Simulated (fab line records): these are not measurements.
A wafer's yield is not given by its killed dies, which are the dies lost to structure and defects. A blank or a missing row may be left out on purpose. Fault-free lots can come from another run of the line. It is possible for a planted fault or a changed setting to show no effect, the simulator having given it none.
Lot-split experiment / flow berkeley_cmos170 / 23 wafers read from 5 lots, route of 331 steps

ON THE SPLIT
At UCB170_ACTIVE_ETCH_15 (etches Si3N4 in CH3F/Ar/O2, stops on SiO2, target depth 242 nm, time 151 s), the setting time_s was moved away from the recipe's 151 s on 6 of the 23 wafers read, by +11.1% to +12.9%. This setting was run at the recipe's value on the other wafers.

The reading is taken at the split's own step.

THE READING
SiO2_of_ACTIVE_OXIDATION_02.thk_nm (the simulator's own value, which no gauge read), in nm, at UCB170_ACTIVE_ETCH_15 (etches Si3N4 in CH3F/Ar/O2, stops on SiO2, target depth 242 nm, time 151 s). No usual value for it is given in the file. Here, 17 wafers ran the recipe; their average is 22.74 nm with a standard deviation of 0.74 nm.

wafer=L078.1; tool, chamber at the split=rie_diel-03, 2; time_s as run, s=167.7; against the recipe=+11.1%; SiO2_of_ACTIVE_OXIDATION_02.thk_nm, nm=18.45; against lot-mates on the recipe=-3.96
wafer=L078.2; tool, chamber at the split=rie_diel-03, 3; time_s as run, s=167.7; against the recipe=+11.1%; SiO2_of_ACTIVE_OXIDATION_02.thk_nm, nm=18.44; against lot-mates on the recipe=-3.97
wafer=L078.4; tool, chamber at the split=rie_diel-03, 0; time_s as run, s=151; against the recipe=recipe; SiO2_of_ACTIVE_OXIDATION_02.thk_nm, nm=22.61; against lot-mates on the recipe=-
wafer=L078.5; tool, chamber at the split=rie_diel-03, 0; time_s as run, s=167.7; against the recipe=+11.1%; SiO2_of_ACTIVE_OXIDATION_02.thk_nm, nm=18.47; against lot-mates on the recipe=-3.95
wafer=L078.6; tool, chamber at the split=rie_diel-03, 3; time_s as run, s=151; against the recipe=recipe; SiO2_of_ACTIVE_OXIDATION_02.thk_nm, nm=22.22; against lot-mates on the recipe=-
wafer=L080.1; tool, chamber at the split=rie_diel-02, 2; time_s as run, s=151; against the recipe=recipe; SiO2_of_ACTIVE_OXIDATION_02.thk_nm, nm=23.23; against lot-mates on the recipe=-
wafer=L080.2; tool, chamber at the split=rie_diel-02, 1; time_s as run, s=151; against the recipe=recipe; SiO2_of_ACTIVE_OXIDATION_02.thk_nm, nm=23.9; against lot-mates on the recipe=-
wafer=L080.4; tool, chamber at the split=rie_diel-02, 2; time_s as run, s=170.5; against the recipe=+12.9%; SiO2_of_ACTIVE_OXIDATION_02.thk_nm, nm=18.71; against lot-mates on the recipe=-4.85
wafer=L080.5; tool, chamber at the split=rie_diel-02, 0; time_s as run, s=170.5; against the recipe=+12.9%; SiO2_of_ACTIVE_OXIDATION_02.thk_nm, nm=18.9; against lot-mates on the recipe=-4.66
wafer=L080.6; tool, chamber at the split=rie_diel-02, 1; time_s as run, s=170.5; against the recipe=+12.9%; SiO2_of_ACTIVE_OXIDATION_02.thk_nm, nm=18.99; against lot-mates on the recipe=-4.57
wafer=L082.1; tool, chamber at the split=rie_diel-01, 2; time_s as run, s=151; against the recipe=recipe; SiO2_of_ACTIVE_OXIDATION_02.thk_nm, nm=22.96; against lot-mates on the recipe=-
wafer=L082.2; tool, chamber at the split=rie_diel-01, 3; time_s as run, s=151; against the recipe=recipe; SiO2_of_ACTIVE_OXIDATION_02.thk_nm, nm=22.69; against lot-mates on the recipe=-
wafer=L082.3; tool, chamber at the split=rie_diel-01, 0; time_s as run, s=151; against the recipe=recipe; SiO2_of_ACTIVE_OXIDATION_02.thk_nm, nm=22.55; against lot-mates on the recipe=-
wafer=L082.4; tool, chamber at the split=rie_diel-01, 1; time_s as run, s=151; against the recipe=recipe; SiO2_of_ACTIVE_OXIDATION_02.thk_nm, nm=22.93; against lot-mates on the recipe=-
wafer=L082.6; tool, chamber at the split=rie_diel-01, 2; time_s as run, s=151; against the recipe=recipe; SiO2_of_ACTIVE_OXIDATION_02.thk_nm, nm=22.75; against lot-mates on the recipe=-
wafer=L083.1; tool, chamber at the split=rie_diel-02, 2; time_s as run, s=151; against the recipe=recipe; SiO2_of_ACTIVE_OXIDATION_02.thk_nm, nm=22.89; against lot-mates on the recipe=-
wafer=L083.2; tool, chamber at the split=rie_diel-02, 3; time_s as run, s=151; against the recipe=recipe; SiO2_of_ACTIVE_OXIDATION_02.thk_nm, nm=23.4; against lot-mates on the recipe=-
wafer=L083.3; tool, chamber at the split=rie_diel-02, 1; time_s as run, s=151; against the recipe=recipe; SiO2_of_ACTIVE_OXIDATION_02.thk_nm, nm=23.45; against lot-mates on the recipe=-
wafer=L083.4; tool, chamber at the split=rie_diel-02, 0; time_s as run, s=151; against the recipe=recipe; SiO2_of_ACTIVE_OXIDATION_02.thk_nm, nm=23.2; against lot-mates on the recipe=-
wafer=L083.5; tool, chamber at the split=rie_diel-02, 0; time_s as run, s=151; against the recipe=recipe; SiO2_of_ACTIVE_OXIDATION_02.thk_nm, nm=23.44; against lot-mates on the recipe=-
wafer=L085.1; tool, chamber at the split=rie_diel-01, 0; time_s as run, s=151; against the recipe=recipe; SiO2_of_ACTIVE_OXIDATION_02.thk_nm, nm=20.85; against lot-mates on the recipe=-
wafer=L085.3; tool, chamber at the split=rie_diel-01, 1; time_s as run, s=151; against the recipe=recipe; SiO2_of_ACTIVE_OXIDATION_02.thk_nm, nm=21.36; against lot-mates on the recipe=-
wafer=L085.5; tool, chamber at the split=rie_diel-01, 2; time_s as run, s=151; against the recipe=recipe; SiO2_of_ACTIVE_OXIDATION_02.thk_nm, nm=22.23; against lot-mates on the recipe=-

THE FIT
A straight line over all 23 wafers: SiO2_of_ACTIVE_OXIDATION_02.thk_nm changes by -0.336 nm for each +1% of time_s; r = -0.93; the points scatter about the line by 0.73 nm.
The same after taking each lot's own level away (the mean of its wafers on the recipe; 23 wafers): -0.362 nm for each +1%; r = -0.99; scatter 0.28 nm.
That fit puts the effect of the largest move of time_s on the reading at 4.7 nm.
From 21.480 to 23.565 nm: that is the span of the lots' own levels, equal to 2.8 times the standard deviation above.
Hence the lot-to-lot level has little effect on the slope; both slopes agree.
Check: -4.62 nm against its lot-mates is what the line predicts for one of the wafers moved furthest among these (+12.9%) when that wafer is left out of the fit. It came out at -4.85 nm against them.

THE OTHER SPLITS THESE WAFERS WENT THROUGH
These wafers also went through other splits before the reading. Each is held against what the fit with the lots' levels taken away leaves over:
other split on the same wafers=UCB170_START_OXIDATION_02 ox_time_s; wafers away from the commonest value=18; r with SiO2_of_ACTIVE_OXIDATION_02.thk_nm (lot level and that fit taken away)=-0.03
other split on the same wafers=UCB170_NWELL_CVD_04 temp_c; wafers away from the commonest value=10; r with SiO2_of_ACTIVE_OXIDATION_02.thk_nm (lot level and that fit taken away)=-0.03
other split on the same wafers=UCB170_WELLDRIVE_ANNEAL_03 time_s; wafers away from the commonest value=18; r with SiO2_of_ACTIVE_OXIDATION_02.thk_nm (lot level and that fit taken away)=-0.02

THE WHOLE CHAIN: every reading that the file lists as answering this split, in the file's order
step=UCB170_ACTIVE_ETCH_15; what it does=etches Si3N4 in CH3F/Ar/O2, stops on SiO2, target depth 242 nm, time 151 s; reading=KrF_of_ACTIVE_COAT_08.thk_nm (the simulator's own value, which no gauge read); change (the file's fit)=-1.64 nm for each +1% of the setting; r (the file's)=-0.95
step=UCB170_ACTIVE_ETCH_15; what it does=etches Si3N4 in CH3F/Ar/O2, stops on SiO2, target depth 242 nm, time 151 s; reading=SiO2_of_ACTIVE_OXIDATION_02.thk_nm (the simulator's own value, which no gauge read); change (the file's fit)=-0.361 nm for each +1% of the setting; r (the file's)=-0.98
step=UCB170_ACTIVE_STRIP_16; what it does=strips in O2; reading=strip_time_to_endpoint_s; change (the file's fit)=withheld for each +1% of the setting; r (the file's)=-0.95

FILE'S OWN FIT
SiO2_of_ACTIVE_OXIDATION_02.thk_nm changes by -0.361 nm for each +1% of time_s, r = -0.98.
